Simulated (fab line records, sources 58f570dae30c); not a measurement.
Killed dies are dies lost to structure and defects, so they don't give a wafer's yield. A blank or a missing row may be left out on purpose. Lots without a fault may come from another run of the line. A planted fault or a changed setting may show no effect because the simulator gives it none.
Chamber matching | flow berkeley_cmos170 | UCB170_M2_ETCH_17 on rie_diel-03: 4 sister chambers
The step etches BARC in N2/H2. 8 wafers are shown with their chamber, then 8 later ones without.

WAFERS WITH THEIR CHAMBER
wafer  | chamber | drypump_motor_current_A (A) | throttle_valve_pct (%)
L094.1 | 1       | 5.2                         | 13.30
L094.4 | 0       | 6.0                         | 13.27
L094.5 | 3       | 6.5                         | 13.27
L094.6 | 2       | 5.4                         | 13.56
L096.1 | 1       | 5.2                         | 13.31
L096.2 | 2       | 5.3                         | 13.54
L096.3 | 0       | 6.0                         | 13.26
L096.4 | 3       | 6.5                         | 13.27

WAFERS WITHOUT THEIR CHAMBER
wafer  | drypump_motor_current_A (A) | throttle_valve_pct (%)
L096.5 | 6.5                         | 13.27
L096.6 | 6.0                         | 13.27
L095.1 | 5.2                         | 13.31
L095.2 | 5.3                         | 13.55
L095.3 | 6.0                         | 13.28
L095.4 | 6.5                         | 13.27
L095.5 | 6.0                         | 13.28
L095.6 | 5.2                         | 13.30

WHICH CHAMBER EACH WENT THROUGH
wafer  | from the rows above | in truth
L096.5 | 3                   | 3
L096.6 | 0                   | 0
L095.1 | 1                   | 1
L095.2 | 2                   | 2
L095.3 | 0                   | 0
L095.4 | 3                   | 3
L095.5 | 0                   | 0
L095.6 | 1                   | 1
Placed correctly: 8 of 8. Can't be placed from these rows: 0. Placed wrongly: 0.
How it was worked out, from the rows above alone: a wafer's distance from a chamber is the root of the sum, over the readings, of the square of ((its reading less the chamber's mean) divided by the reading's scatter). The wafer belongs to the nearest chamber; if the next one is less than 2 further off, it can't be placed. A chamber's mean is the mean of its shown wafers. The scatter: the root of (the sum of the squares of (reading less its chamber's mean) over the shown wafers, divided by (wafers less chambers)).
